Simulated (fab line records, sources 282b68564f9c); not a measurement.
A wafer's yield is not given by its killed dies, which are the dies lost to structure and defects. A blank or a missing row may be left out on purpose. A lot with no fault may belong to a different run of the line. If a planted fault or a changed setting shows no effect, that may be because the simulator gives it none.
fab line records    flow ritCmos
record: lots: 6  wafers: 18  lastDay: 7
route steps=202 shown REOX@100 NLDD@103 PLDD@114 M1@202
lots untouched by any fault: they come from a run of this same line in which no faults occurred
startH: hours from the record's first day to the start of the lot's first wafer shown    waitH: how many hours have passed since the lot's step before this one    " unchanged from the row above    L1.1+2: one row covering several wafers at once    - no value present, or no start provided    * or withheld: withheld    < > ~ a bound
route shown NAME@n: a module of which the file shows steps, and the number in the route of the first    usual: the fault-free wafers' mean and standard deviation    same: alike in all rows    chamber/n: place in a boat    sites: per-site readings    _std_site: standard deviation of those values    _edge_site: outer sites' mean less inner sites'    radiusMm: how far each site lies from the wafer's centre    mask NAME#n: copy n    behind: the last tool/chamber to shape the wafer    hold: cause of the lot's hold/its duration in hours/its outcome    device: transistor that didn't switch, given as n, p or np    end of line: tests run on the same wafers once the route is complete    a step given without rows: its recipe and nothing more    killed: dies that structure and defects cost at the first sort, which is not the same as the wafer's yield    map: dies across one wafer; x = killed, . = not, _ = none there
set.NAME: the setting the step ran with; set.NAME@STEP: the setting that earlier step ran with    model.NAME: the simulator's own value behind a step, which no gauge read
lots at selected steps of the route; one table per step, one row per wafer
services: when a tool's chamber went out of use (startH, in hours from the record's first day, below 0 if earlier), for how many hours, and the reason
== steps ==
step: RIT_REOX_CLEAN_02
recipe: chemistry: SC2  mix: 3:3:50  timeS: 600  tempC: 75  dry: n2Spin
step: RIT_REOX_OXIDATION_03
recipe: tempC: 900  ambient: O2  targetThkA: 252  oxTimeS: 5580
step: RIT_REOX_THK_MEAS_04
recipe: reads: SiO2_of_REOX_OXIDATION_03
usual: REOX_OXIDE_THK: 25.2/0.55
lot.wafer  tool          chamber  startH  waitH  REOX_OXIDE_THK[nm]
L544.1     filmMetro-04  -        41.05   0.0    25.5
L544.5     "             -        "       "      25.6
L544.6     "             -        "       "      25.4
L550.1     filmMetro-01  -        71.27   0.0    24.7
L550.2     "             -        "       "      24.6
L550.5     "             -        "       "      24.2
L551.1     filmMetro-02  -        76.70   0.0    25.2
L551.2     "             -        "       "      24.8
L551.6     "             -        "       "      25.2
L558.2     filmMetro-04  -        111.19  0.0    25.8
L558.4     "             -        "       "      25.6
L558.5     "             -        "       "      25.6
L563.1     filmMetro-04  -        137.08  0.0    24.5
L563.3     "             -        "       "      24.6
L563.4     "             -        "       "      24.9
L565.2     filmMetro-04  -        144.75  0.0    25.6
L565.3     "             -        "       "      25.4
L565.6     "             -        "       "      25.5
step: RIT_NLDD_HMDS_00
recipe: primeTimeS: 60  primeTempC: 140
step: RIT_NLDD_COAT_01
recipe: resist: NOVOLAK  spinRpm: 3250  resistThkNm: 1000
step: RIT_NLDD_SOFTBAKE_02
recipe: resist: NOVOLAK  tempC: 90  timeS: 60
step: RIT_NLDD_EXPOSE_03
recipe: maskId: M7  na: 0.57  targetCdNm: 40700  doseMj: 250
step: RIT_NLDD_PEB_04
recipe: resist: NOVOLAK  tempC: withheld  timeS: withheld
step: RIT_NLDD_DEVELOP_05
recipe: resist: NOVOLAK  developTimeS: 50  devTempC: 23
step: RIT_NLDD_OVL_MEAS_06
usual: NLDD_OVL: -0.1/1.2
lot.wafer  tool        chamber  startH  waitH  NLDD_OVL[nm]
L544.1     overlay-01  -        42.09   -      -0.2
L544.5     "           -        "       "      1.3
L544.6     "           -        "       "      -0.6
L550.1     overlay-02  -        72.18   -      0.5
L550.2     "           -        "       "      0.2
L550.5     "           -        "       "      -0.3
L551.1     overlay-02  -        77.61   -      1.0
L551.2     "           -        "       "      2.2
L551.6     "           -        "       "      0.5
L558.2     overlay-02  -        112.39  -      2.3
L558.4     "           -        "       "      1.2
L558.5     "           -        "       "      2.2
L563.1     overlay-02  -        138.11  -      -1.2
L563.3     "           -        "       "      -0.9
L563.4     "           -        "       "      -0.9
L565.2     overlay-02  -        145.66  -      0.0
L565.3     "           -        "       "      0.2
L565.6     "           -        "       "      1.2
step: RIT_NLDD_HARDBAKE_07
recipe: resist: NOVOLAK  tempC: 140  timeS: 60
step: RIT_NLDD_IMPLANT_08
recipe: species: P  energyKev: 20  doseCm2: 5e+14  tiltDeg: 7
step: RIT_NLDD_STRIP_09
recipe: chemistry: O2  timeS: 180  resist: NOVOLAK  platenTempC: withheld  powerW: 500  pressureMtorr: 4000  o2FlowSccm: 4000
usual: chamberPressureMTorr: 4001/3.8  drypumpMotorCurrentA: 5.74/0.29
lot.wafer  tool            chamber  startH  waitH  chamberPressureMTorr  drypumpMotorCurrentA  rfHoursCounterH  model.NOVOLAK_of_NLDD_COAT_01.thkNm
L544.1     plasmaAsher-04  0        42.42   0.1    4004                  5.99                  43               0
L544.5     "               0        "       "      3998                  5.99                  -                0
L544.6     "               1        "       "      4010                  5.68                  -                0
L550.1     plasmaAsher-03  1        72.51   0.1    -                     -                     -                882.5
L550.2     "               0        "       "      -                     -                     -                880.3
L550.5     "               1        "       "      -                     -                     -                883
L551.1     plasmaAsher-03  0        77.94   0.1    -                     -                     -                885.6
L551.2     "               1        "       "      -                     -                     -                884.8
L551.6     "               1        "       "      -                     -                     -                884.7
L558.2     plasmaAsher-03  1        112.86  0.2    4001                  5.95                  45               0
L558.4     "               1        "       "      4000                  5.95                  -                0
L558.5     "               1        "       "      3998                  5.96                  -                0
L563.1     plasmaAsher-04  1        138.45  0.1    4001                  5.69                  3                0
L563.3     "               1        "       "      3992                  5.65                  -                0
L563.4     "               0        "       "      3996                  5.99                  -                0
L565.2     plasmaAsher-04  0        145.99  0.1    4000                  6.01                  3                0
L565.3     "               1        "       "      4002                  5.68                  -                0
L565.6     "               0        "       "      4001                  5.99                  -                0
step: RIT_NLDD_TW_MEAS_10
usual: NLDD_TW: 2485/26
lot.wafer  tool          chamber  startH  waitH  NLDD_TW
L544.1     filmMetro-04  -        42.60   0.1    2458
L544.5     "             -        "       "      2455
L544.6     "             -        "       "      2464
L550.1     filmMetro-04  -        72.69   0.1    2448
L550.2     "             -        "       "      2450
L550.5     "             -        "       "      2452
L551.1     filmMetro-04  -        78.12   0.1    2451
L551.2     "             -        "       "      2456
L551.6     "             -        "       "      2449
L558.2     filmMetro-01  -        113.05  0.1    2507
L558.4     "             -        "       "      2525
L558.5     "             -        "       "      2500
L563.1     filmMetro-01  -        138.63  0.1    2517
L563.3     "             -        "       "      2510
L563.4     "             -        "       "      2520
L565.2     filmMetro-01  -        146.17  0.1    2528
L565.3     "             -        "       "      2517
L565.6     "             -        "       "      2506
step: RIT_PLDD_HMDS_00
recipe: primeTimeS: 60  primeTempC: 140
step: RIT_PLDD_COAT_01
recipe: resist: NOVOLAK  spinRpm: 3250  resistThkNm: 1000
step: RIT_PLDD_SOFTBAKE_02
recipe: resist: NOVOLAK  tempC: 90  timeS: 60
step: RIT_PLDD_EXPOSE_03
recipe: maskId: M8  na: 0.57  targetCdNm: 40900  doseMj: 250
step: RIT_PLDD_PEB_04
recipe: resist: NOVOLAK  tempC: withheld  timeS: withheld
step: RIT_PLDD_DEVELOP_05
recipe: resist: NOVOLAK  developTimeS: 50  devTempC: 23
step: RIT_PLDD_OVL_MEAS_06
usual: PLDD_OVL: -0.3/1.4
lot.wafer  tool        chamber  startH  waitH  PLDD_OVL[nm]
L544.1     overlay-01  -        43.51   -      0.4
L544.5     "           -        "       "      -0.3
L544.6     "           -        "       "      -0.5
L550.1     overlay-02  -        73.85   -      -3.9
L550.2     "           -        "       "      -2.8
L550.5     "           -        "       "      -2.4
L551.1     overlay-02  -        79.15   -      -1.1
L551.2     "           -        "       "      -1.2
L551.6     "           -        "       "      -0.6
L558.2     overlay-02  -        113.95  -      0.4
L558.4     "           -        "       "      -0.1
L558.5     "           -        "       "      0.5
L563.1     overlay-01  -        139.54  -      -1.4
L563.3     "           -        "       "      -1.8
L563.4     "           -        "       "      0.1
L565.2     overlay-01  -        147.08  -      -1.9
L565.3     "           -        "       "      -3.7
L565.6     "           -        "       "      -2.4
step: RIT_PLDD_HARDBAKE_07
recipe: resist: NOVOLAK  tempC: 140  timeS: 60
step: RIT_PLDD_IMPLANT_08
recipe: species: BF2  energyKev: 20  doseCm2: 9e+14  tiltDeg: 7
step: RIT_PLDD_STRIP_09
recipe: chemistry: O2  timeS: 180  resist: NOVOLAK  platenTempC: withheld  powerW: 500  pressureMtorr: 4000  o2FlowSccm: 4000
usual: chamberPressureMTorr: 3999/3.6  drypumpMotorCurrentA: 5.7/0.32
lot.wafer  tool            chamber  startH  waitH  chamberPressureMTorr  drypumpMotorCurrentA  rfHoursCounterH
L544.1     plasmaAsher-02  0        43.84   0.1    4001                  5.2                   27
L544.5     "               1        "       "      4003                  5.9                   -
L544.6     "               0        "       "      4002                  5.3                   -
L550.1     plasmaAsher-04  0        74.35   0.1    4005                  6.0                   46
L550.2     "               1        "       "      3997                  5.7                   46
L550.5     "               0        "       "      4001                  6.0                   -
L551.1     plasmaAsher-04  0        79.49   0.1    4003                  6.0                   47
L551.2     "               1        "       "      4002                  5.7                   47
L551.6     "               0        "       "      4002                  6.0                   -
L558.2     plasmaAsher-02  0        114.28  0.1    3999                  5.3                   34
L558.4     "               1        "       "      3996                  5.9                   -
L558.5     "               1        "       "      3998                  5.9                   -
L563.1     plasmaAsher-02  0        139.88  0.1    3998                  5.3                   38
L563.3     "               1        "       "      3994                  5.9                   -
L563.4     "               0        "       "      4003                  5.3                   -
L565.2     plasmaAsher-01  1        147.41  0.1    3993                  5.3                   45
L565.3     "               1        "       "      4003                  5.3                   -
L565.6     "               1        "       "      4000                  5.3                   -
step: RIT_PLDD_TW_MEAS_10
usual: PLDD_TW: 2336/23
lot.wafer  tool          chamber  startH  waitH  hold                     PLDD_TW
L544.1     filmMetro-01  -        44.02   0.1    -                        2373
L544.5     "             -        "       "      -                        2365
L544.6     "             -        "       "      -                        2373
L550.1     filmMetro-04  -        74.53   0.1    awaitDispo/0.2h/release  30
L550.2     "             -        "       "      awaitDispo/0.2h/release  30
L550.5     "             -        "       "      awaitDispo/0.2h/release  29
L550.1     filmMetro-04  -        74.76   0.2    -                        30
L550.2     "             -        "       "      -                        30
L550.5     "             -        "       "      -                        29
L551.1     filmMetro-04  -        79.67   0.1    awaitDispo/0.2h/release  30
L551.2     "             -        "       "      awaitDispo/0.2h/release  29
L551.6     "             -        "       "      awaitDispo/0.2h/release  30
L551.1     filmMetro-04  -        79.89   0.2    -                        30
L551.2     "             -        "       "      -                        29
L551.6     "             -        "       "      -                        30
L558.2     filmMetro-01  -        114.47  0.1    -                        2357
L558.4     "             -        "       "      -                        2370
L558.5     "             -        "       "      -                        2373
L563.1     filmMetro-04  -        140.05  0.1    -                        2313
L563.3     "             -        "       "      -                        2317
L563.4     "             -        "       "      -                        2313
L565.2     filmMetro-04  -        147.59  0.1    -                        2325
L565.3     "             -        "       "      -                        2317
L565.6     "             -        "       "      -                        2312
step: RIT_M1_PROBE_99
usual: defectLimitedYield: 97.3/1.3  killedAtFrontEnd: 7/3.3  killedDies: 7/3.3  killedOpen: 3.6/2  killedShort: 3.6/2.1  sort_bin_3_pad_short: 0.1/0.25  sort_bin_5_function: 1.6/0.91  sort_bin_6_memory: 1.0/0.65  sortNPass: 257/3.3  sortYieldPct: 97.3/1.3
same: grossDies: 264  killed_at_M0_to_M3: 0  killed_at_M4_up: 0  killedAtBackSide: 0  killedAtContacts: 0  killedAtOther: 0
lot.wafer  tool       chamber  startH  waitH  defectLimitedYield[%]  killedAtFrontEnd  killedDies  killedOpen  killedShort  sort_bin_3_pad_short[%]  sort_bin_5_function[%]  sort_bin_6_memory[%]  sortNPass  sortYieldPct[%]
L544.1     prober-01  -        58.30   0.1    96.6                   9                 9           4           5            0.4                      1.5                     1.5                   255        96.6
L544.5     prober-01  -        58.50   0.2    97.3                   7                 7           3           4            0                        1.9                     0.8                   257        97.3
L544.6     prober-01  -        58.55   0.2    98.1                   5                 5           3           2            0                        1.1                     0.8                   259        98.1
L558.2     prober-01  -        128.00  0.1    97.3                   7                 7           5           2            0                        1.5                     1.1                   257        97.3
L558.4     prober-01  -        128.10  0.2    96.2                   10                10          6           4            0                        2.3                     1.5                   254        96.2
L558.5     prober-01  -        128.15  0.2    97.3                   7                 7           5           2            0                        0.8                     1.9                   257        97.3
L563.1     prober-02  -        153.51  0.1    98.1                   5                 5           4           1            0                        1.5                     0.4                   259        98.1
L563.3     prober-02  -        153.61  0.2    98.1                   5                 5           4           1            0                        1.5                     0.4                   259        98.1
L563.4     prober-02  -        153.66  0.2    96.6                   9                 9           5           4            0                        1.1                     2.3                   255        96.6
L565.2     prober-02  -        161.91  0.1    97.7                   6                 6           3           3            0                        2.3                     0                     258        97.7
L565.3     prober-02  -        161.96  0.2    98.1                   5                 5           1           4            0.4                      1.1                     0.4                   259        98.1
L565.6     prober-02  -        162.11  0.2    98.9                   3                 3           1           2            0                        0.4                     0.8                   261        98.9
killed by level:class
L544.1 GATE:geometricParticle:short=3 FOX1:geometricParticle:open=2 GATE:geometricParticle:open=2 FOX1:geometricParticle:short=1 SILICIDE:geometricParticle:short=1
L544.5 FOX1:geometricParticle:short=2 GATE:geometricParticle:open=2 GATE:geometricParticle:short=1 SILICIDE:geometricParticle:open=1 SILICIDE:geometricParticle:short=1
L544.6 ACTIVE:geometricParticle:open=1 FOX2:geometricParticle:open=1 FOX2:geometricParticle:short=1 GATE:geometricParticle:open=1 SPACER:geometricParticle:short=1
L558.2 GATE:geometricParticle:open=2 SILICIDE:geometricParticle:open=2 FOX2:geometricParticle:open=1 GATE:geometricParticle:short=1 REOX:geometricParticle:short=1
L558.4 GATE:geometricParticle:open=2 SPACER:geometricParticle:open=2 FOX1:geometricParticle:open=1 FOX1:geometricParticle:short=1 GATE:geometricParticle:short=1 REOX:geometricParticle:short=1 REOX:geometricParticle:open=1 SPACER:geometricParticle:short=1
L558.5 GATE:geometricParticle:open=2 REOX:geometricParticle:open=2 REOX:geometricParticle:short=2 SPACER:geometricParticle:open=1
L563.1 GATE:geometricParticle:open=3 FOX2:geometricParticle:short=1 SILICIDE:geometricParticle:open=1
L563.3 GATE:geometricParticle:open=2 FOX1:geometricParticle:open=1 REOX:geometricParticle:open=1 SILICIDE:geometricParticle:short=1
L563.4 FOX1:geometricParticle:short=2 FOX2:geometricParticle:open=2 GATE:geometricParticle:open=2 SPACER:geometricParticle:short=1 SILICIDE:geometricParticle:short=1 SILICIDE:geometricParticle:open=1
L565.2 FOX1:geometricParticle:short=2 GATE:geometricParticle:open=2 FOX1:geometricParticle:open=1 REOX:geometricParticle:short=1
L565.3 FOX1:geometricParticle:short=3 FOX2:geometricParticle:short=1 FOX2:geometricParticle:open=1
L565.6 FOX1:geometricParticle:short=1 REOX:geometricParticle:short=1 SPACER:geometricParticle:open=1
== services ==
tool            chamber  startH  hours  kind
plasmaAsher-04  -        108.75  9.0    pm
plasmaAsher-04  0        108.75  9.0    ventCycle
plasmaAsher-04  1        108.75  9.0    ventCycle
plasmaAsher-01  -        111.34  10.6   repair
plasmaAsher-04  0        117.75  -      clean
plasmaAsher-04  1        117.75  -      clean
plasmaAsher-01  -        123.88  14.6   pm
== key ==
firstSign: step: RIT_NLDD_STRIP_09  reading: toolRecord  direction: missing
effect: step: RIT_PLDD_TW_MEAS_10  reading: visit  direction: added
effect: step: RIT_PLDD_TW_MEAS_10  reading: PLDD_TW  direction: down  sigmas: 99  usual: 2336  struck: 30
modelEffect: step: RIT_NLDD_STRIP_09  value: NOVOLAK_of_NLDD_COAT_01.thkNm  without: 0  struck: 883.5
metAt RIT_NLDD_STRIP_09
struckWafers L550.1,L550.2,L550.5,L551.1,L551.2,L551.6
scrappedBehind RIT_PLDD_TW_MEAS_10 L550.1,L550.2,L550.5,L551.1,L551.2,L551.6
fault: kind: skippedStepWhole  tool: plasmaAsher-03  chamber: -  onsetH: 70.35  steps: RIT_NLDD_STRIP_09  scope: struckLotsOnly
